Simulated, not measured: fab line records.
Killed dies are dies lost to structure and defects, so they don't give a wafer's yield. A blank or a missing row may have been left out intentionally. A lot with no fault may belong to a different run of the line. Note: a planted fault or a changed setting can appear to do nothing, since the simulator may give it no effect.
Which tool was responsible? :: flow berkeley cmos170 :: 14 lots, 42 wafers sampled, at 6 steps of a route of 331

== WHAT THE GAUGES SHOWED, per wafer ==
UCB170_ACTIVE_CD_MEAS_90: the cd target is 1200 nm.
lot: L436
measured: day 5 02:07
on: cd sem-02
cd nm (nm): 1199.9 1199.3 1200.1

lot: L435
measured: day 5 02:22
on: cd sem-02
cd nm (nm): 1201.4 1201.5 1199.9

lot: L437
measured: day 5 17:16
on: cd sem-01
cd nm (nm): 1201.9 1202.8 1202.1

lot: L439
measured: day 5 17:21
on: cd sem-01
cd nm (nm): 1200.6 1201.5 1202.0

lot: L438
measured: day 5 17:31
on: cd sem-02
cd nm (nm): 1199.8 1199.7 1198.0

lot: L441
measured: day 6 00:31
on: cd sem-02
cd nm (nm): 1199.9 1200.9 1200.2

lot: L442
measured: day 6 01:07
on: cd sem-02
cd nm (nm): 1199.2 1198.4 1199.1

lot: L440
measured: day 6 01:19
on: cd sem-01
cd nm (nm): 1199.4 1199.6 1198.9

lot: L447
measured: day 7 08:06
on: cd sem-02
cd nm (nm): 1201.7 1201.2 1201.8

lot: L449
measured: day 7 08:17
on: cd sem-02
cd nm (nm): 1201.7 1202.7 1202.2

lot: L454
measured: day 8 02:40
on: cd sem-02
cd nm (nm): 1198.5 1198.4 1199.5

lot: L453
measured: day 8 02:40
on: cd sem-01
cd nm (nm): 1199.9 1199.3 1199.5

lot: L450
measured: day 8 02:54
on: cd sem-01
cd nm (nm): 1201.7 1201.8 1200.8

lot: L458
measured: day 9 10:49
on: cd sem-02
cd nm (nm): 1200.2 1200.0 1199.5

UCB170_SACOX_THK_MEAS_02.
lot: L436
measured: day 6 06:45
on: film metro-04
SACOX_OXIDE_THK (nm): 14.71 14.58 14.47

lot: L435
measured: day 6 06:48
on: film metro-03
SACOX_OXIDE_THK (nm): 14.17 14.50 14.52

lot: L437
measured: day 6 14:33
on: film metro-01
SACOX_OXIDE_THK (nm): 14.19 13.74 14.03

lot: L439
measured: day 6 14:32
on: film metro-04
SACOX_OXIDE_THK (nm): 14.63 14.68 14.48

lot: L438
measured: day 6 14:32
on: film metro-03
SACOX_OXIDE_THK (nm): 14.18 14.43 14.26

lot: L441
measured: day 7 00:43
on: film metro-01
SACOX_OXIDE_THK (nm): 14.36 14.36 14.53

lot: L442
measured: day 7 00:43
on: film metro-04
SACOX_OXIDE_THK (nm): 14.53 14.28 14.54

lot: L440
measured: day 7 00:43
on: film metro-03
SACOX_OXIDE_THK (nm): 14.38 14.44 14.55

lot: L447
measured: day 8 08:23
on: film metro-03
SACOX_OXIDE_THK (nm): 14.20 14.20 14.27

lot: L449
measured: day 8 08:23
on: film metro-01
SACOX_OXIDE_THK (nm): 14.62 14.80 14.69

lot: L454
measured: day 9 03:11
on: film metro-03
SACOX_OXIDE_THK (nm): 14.54 14.46 14.52

lot: L453
measured: day 9 03:14
on: film metro-01
SACOX_OXIDE_THK (nm): 14.41 14.58 14.51

lot: L450
measured: day 9 03:15
on: film metro-03
SACOX_OXIDE_THK (nm): 14.41 14.44 14.34

lot: L458
measured: day 10 10:10
on: film metro-04
SACOX_OXIDE_THK (nm): 14.39 14.30 14.40

UCB170_PLDD_TW_MEAS_11.
lot: L436
measured: day 7 13:49
on: film metro-02
PLDD_TW: 1014 1014 1010

lot: L435
measured: day 7 14:22
on: film metro-03
PLDD_TW: 991 992 990

lot: L437
measured: day 7 21:53
on: film metro-02
PLDD_TW: 1007 1008 1009

lot: L439
measured: day 7 21:40
on: film metro-02
PLDD_TW: 1009 1014 1011

lot: L438
measured: day 7 21:19
on: film metro-02
PLDD_TW: 1011 1015 1011

lot: L441
measured: day 8 10:02
on: film metro-03
PLDD_TW: 996 995 998

lot: L442
measured: day 8 09:53
on: film metro-01
PLDD_TW: 1021 1020 1010

lot: L440
measured: day 8 08:51
on: film metro-01
PLDD_TW: 1015 1015 1017

lot: L447
measured: day 9 22:36
on: film metro-03
PLDD_TW: 995 997 988

lot: L449
measured: day 9 19:01
on: film metro-02
PLDD_TW: 1005 1003 1001

lot: L454
measured: day 10 13:16
on: film metro-01
PLDD_TW: 1037 1043 1038

lot: L453
measured: day 10 13:40
on: film metro-03
PLDD_TW: 989 993 993

lot: L450
measured: day 10 14:31
on: film metro-02
PLDD_TW: 1033 1029 1035

lot: L458
measured: day 11 19:23
on: film metro-02
PLDD_TW: 1006 1005 1005

UCB170_SDANNEAL_RS_MEAS_04: measures by four-point-probe.
lot: L436
measured: day 8 09:09
on: film metro-03
PLDD_RS (ohm/sq): 1030 1030 1030

lot: L435
measured: day 8 09:47
on: film metro-03
PLDD_RS (ohm/sq): 1029 1028 1028

lot: L437
measured: day 8 13:11
on: film metro-03
PLDD_RS (ohm/sq): 1031 1030 1030

lot: L439
measured: day 8 12:16
on: film metro-02
PLDD_RS (ohm/sq): 1035 1036 1032

lot: L438
measured: day 8 12:45
on: film metro-02
PLDD_RS (ohm/sq): 1036 1036 1038

lot: L441
measured: day 9 00:55
on: film metro-03
PLDD_RS (ohm/sq): 1029 1034 1033

lot: L442
measured: day 9 01:12
on: film metro-01
PLDD_RS (ohm/sq): 1031 1029 1030

lot: L440
measured: day 9 00:29
on: film metro-01
PLDD_RS (ohm/sq): 1034 1032 1033

lot: L447
measured: day 10 13:47
on: film metro-02
PLDD_RS (ohm/sq): 1034 1036 1036

lot: L449
measured: day 10 08:35
on: film metro-03
PLDD_RS (ohm/sq): 1030 1030 1029

lot: L454
measured: day 11 06:49
on: film metro-03
PLDD_RS (ohm/sq): 969 966 968

lot: L453
measured: day 11 07:04
on: film metro-01
PLDD_RS (ohm/sq): 1030 1026 1026

lot: L450
measured: day 11 07:22
on: film metro-02
PLDD_RS (ohm/sq): 971 968 971

lot: L458
measured: day 12 08:22
on: film metro-03
PLDD_RS (ohm/sq): 1030 1032 1030

== WHICH TOOL RAN EACH LOT (tool, then ch and the chambers of the sampled wafers, then the start) ==
lot: L436
UCB170_PLDD_IMPLANT_08: implanter-03 ch 0, day 7 13:26
UCB170_NLDD_STRIP_10: plasma asher-02 ch 0,1, day 7 16:14

lot: L435
UCB170_PLDD_IMPLANT_08: implanter-04 ch 0, day 7 13:58
UCB170_NLDD_STRIP_10: plasma asher-01 ch 0,1, day 7 16:35

lot: L437
UCB170_PLDD_IMPLANT_08: implanter-04 ch 0, day 7 21:31
UCB170_NLDD_STRIP_10: plasma asher-01 ch 0,1, day 7 23:58

lot: L439
UCB170_PLDD_IMPLANT_08: implanter-03 ch 0, day 7 21:16
UCB170_NLDD_STRIP_10: plasma asher-01 ch 0,1, day 7 23:20

lot: L438
UCB170_PLDD_IMPLANT_08: implanter-02 ch 0, day 7 20:55
UCB170_NLDD_STRIP_10: plasma asher-02 ch 0,1, day 7 22:59

lot: L441
UCB170_PLDD_IMPLANT_08: implanter-02 ch 0, day 8 09:29
UCB170_NLDD_STRIP_10: plasma asher-02 ch 0,1, day 8 12:04

lot: L442
UCB170_PLDD_IMPLANT_08: implanter-03 ch 0, day 8 09:10
UCB170_NLDD_STRIP_10: plasma asher-04 ch 0,1, day 8 12:03

lot: L440
UCB170_PLDD_IMPLANT_08: implanter-04 ch 0, day 8 08:28
UCB170_NLDD_STRIP_10: plasma asher-01 ch 0,1, day 8 11:47

lot: L447
UCB170_PLDD_IMPLANT_08: implanter-04 ch 0, day 9 22:12
UCB170_NLDD_STRIP_10: plasma asher-02 ch 0,1, day 10 00:52

lot: L449
UCB170_PLDD_IMPLANT_08: implanter-04 ch 0, day 9 18:40
UCB170_NLDD_STRIP_10: plasma asher-04 ch 0,1, day 9 20:58

lot: L454
UCB170_PLDD_IMPLANT_08: implanter-03 ch 0, day 10 12:53
UCB170_NLDD_STRIP_10: plasma asher-01 ch 0,1, day 10 15:02

lot: L453
UCB170_PLDD_IMPLANT_08: implanter-02 ch 0, day 10 13:16
UCB170_NLDD_STRIP_10: plasma asher-04 ch 0,1, day 10 15:21

lot: L450
UCB170_PLDD_IMPLANT_08: implanter-03 ch 0, day 10 14:07
UCB170_NLDD_STRIP_10: plasma asher-04 ch 0,1, day 10 16:07

lot: L458
UCB170_PLDD_IMPLANT_08: implanter-02 ch 0, day 11 19:00
UCB170_NLDD_STRIP_10: plasma asher-01 ch 0,1, day 11 21:11
- UCB170_PLDD_IMPLANT_08
- UCB170_NLDD_STRIP_10: strips in O2.

== WHAT THE TOOLS THEMSELVES READ (means of the sampled wafers that have a number; where no wafer has one, the mark that the record gives instead) ==
UCB170_PLDD_IMPLANT_08.
lot: L436
tool: implanter-03
beam on s (s): 9.95
dose ions cm2: 4.996e+13
faraday current uA: 159

lot: L435
tool: implanter-04
beam on s (s): 10.03
dose ions cm2: 4.994e+13
faraday current uA: 158

lot: L437
tool: implanter-04
beam on s (s): 10.08
dose ions cm2: 5.002e+13
faraday current uA: 158

lot: L439
tool: implanter-03
beam on s (s): 10.04
dose ions cm2: 5.000e+13
faraday current uA: 158

lot: L438
tool: implanter-02
beam on s (s): 9.93
dose ions cm2: 4.998e+13
faraday current uA: 160

lot: L441
tool: implanter-02
beam on s (s): 9.74
dose ions cm2: 5.002e+13
faraday current uA: 162

lot: L442
tool: implanter-03
beam on s (s): 9.99
dose ions cm2: 4.989e+13
faraday current uA: 159

lot: L440
tool: implanter-04
beam on s (s): 9.95
dose ions cm2: 4.998e+13
faraday current uA: 159

lot: L447
tool: implanter-04
beam on s (s): 10.01
dose ions cm2: 5.005e+13
faraday current uA: 158

lot: L449
tool: implanter-04
beam on s (s): 9.86
dose ions cm2: 5.000e+13
faraday current uA: 161

lot: L454
tool: implanter-03
beam on s (s): 10.35
dose ions cm2: 5.795e+13
faraday current uA: 178

lot: L453
tool: implanter-02
beam on s (s): 9.79
dose ions cm2: 4.991e+13
faraday current uA: 161

lot: L450
tool: implanter-03
beam on s (s): 10.28
dose ions cm2: 5.798e+13
faraday current uA: 179

lot: L458
tool: implanter-02
beam on s (s): 10.15
dose ions cm2: 5.000e+13
faraday current uA: 157

UCB170_NLDD_STRIP_10.
lot: L436
tool: plasma asher-02
drypump motor current A (A): 5.9
o2 flow sccm (sccm): 401.3
oes product au (a.u.): 0.736
strip time to endpoint s (s): 21.69

lot: L435
tool: plasma asher-01
drypump motor current A (A): 5.6
o2 flow sccm (sccm): 400.5
oes product au (a.u.): 0.738
strip time to endpoint s (s): 21.67

lot: L437
tool: plasma asher-01
drypump motor current A (A): 5.6
o2 flow sccm (sccm): 399.1
oes product au (a.u.): 0.736
strip time to endpoint s (s): 21.68

lot: L439
tool: plasma asher-01
drypump motor current A (A): 5.5
o2 flow sccm (sccm): 400.9
oes product au (a.u.): 0.731
strip time to endpoint s (s): 21.69

lot: L438
tool: plasma asher-02
drypump motor current A (A): 5.9
o2 flow sccm (sccm): 400.6
oes product au (a.u.): 0.734
strip time to endpoint s (s): 21.69

lot: L441
tool: plasma asher-02
drypump motor current A (A): 6.2
o2 flow sccm (sccm): 401.1
oes product au (a.u.): 0.733
strip time to endpoint s (s): 21.74

lot: L442
tool: plasma asher-04
drypump motor current A (A): 6.2
o2 flow sccm (sccm): 398.6
oes product au (a.u.): 0.733
strip time to endpoint s (s): 21.60

lot: L440
tool: plasma asher-01
drypump motor current A (A): 5.6
o2 flow sccm (sccm): 400.1
oes product au (a.u.): 0.737
strip time to endpoint s (s): 21.70

lot: L447
tool: plasma asher-02
drypump motor current A (A): 5.9
o2 flow sccm (sccm): 399.2
oes product au (a.u.): 0.736
strip time to endpoint s (s): 21.66

lot: L449
tool: plasma asher-04
drypump motor current A (A): 6.2
o2 flow sccm (sccm): 399.8
oes product au (a.u.): 0.734
strip time to endpoint s (s): 21.62

lot: L454
tool: plasma asher-01
drypump motor current A (A): 5.5
o2 flow sccm (sccm): 400.5
oes product au (a.u.): 0.733
strip time to endpoint s (s): 21.62

lot: L453
tool: plasma asher-04
drypump motor current A (A): 6.2
o2 flow sccm (sccm): 399.7
oes product au (a.u.): 0.733
strip time to endpoint s (s): 21.66

lot: L450
tool: plasma asher-04
drypump motor current A (A): 6.2
o2 flow sccm (sccm): 400.0
oes product au (a.u.): 0.733
strip time to endpoint s (s): 21.72

lot: L458
tool: plasma asher-01
drypump motor current A (A): 5.6
o2 flow sccm (sccm): 402.3
oes product au (a.u.): 0.739
strip time to endpoint s (s): 21.73

== THE ANSWER, worked out from the rows above alone ==
Rule: the usual values come from the lots themselves. The widest of any qualifying gaps counts: lots, ordered by their means at a reading, are off when they make up no more than a third of the lots, leave a main group of 4 or more, and stand apart from it by 3 or more times the standard deviation of that group's means. A main group whose means are all the same, to the digits that the tables above print for the reading, isn't used. A lot without any number at a reading at which 4 lots or more have one is off too. Any other lot the step has rows for is counted as sound. The gauges are gone through in route order, then the tools' own readings, and for those a lot's mean is taken as printed above. The first step at which some lot is off is used, and at that step the reading that is off furthest; a lot without a number counts as furthest.
Off: L454, L450, at UCB170_SDANNEAL_RS_MEAS_04 (PLDD_RS). Main group: mean 1031 ohm/sq, sd 2.7.
If a tool, at a process step before that reading, ran all the lots that are off and no sound lot after the first of them, it fits. The gauges at UCB170_SDANNEAL_RS_MEAS_04 aren't tried: what is off there is off at UCB170_PLDD_IMPLANT_08 too, on other tools, and a gauge's error can't cause that. One fits: UCB170_PLDD_IMPLANT_08 on implanter-03. Its last sound lot is L442 (day 8 09:10), its first lot that is off L454 (day 10 12:53): a fault that began between those two fits.
The tool's own readings at UCB170_PLDD_IMPLANT_08 bear it out: on the lots that are off they differ by more than 5 times the standard deviation of the sound lots' means. dose ions cm2 reads 5.796e+13 there against 4.998e+13 on the sound lots; faraday current uA reads 178 there against 159 on the sound lots.

== WHAT THE SIMULATOR HAD PUT IN ==
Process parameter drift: implanter-03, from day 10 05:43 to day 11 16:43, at UCB170_PLDD_IMPLANT_08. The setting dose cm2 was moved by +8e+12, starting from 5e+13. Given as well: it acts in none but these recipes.
Shown lots that were struck: L454, L450. The rule above reached the same finding.
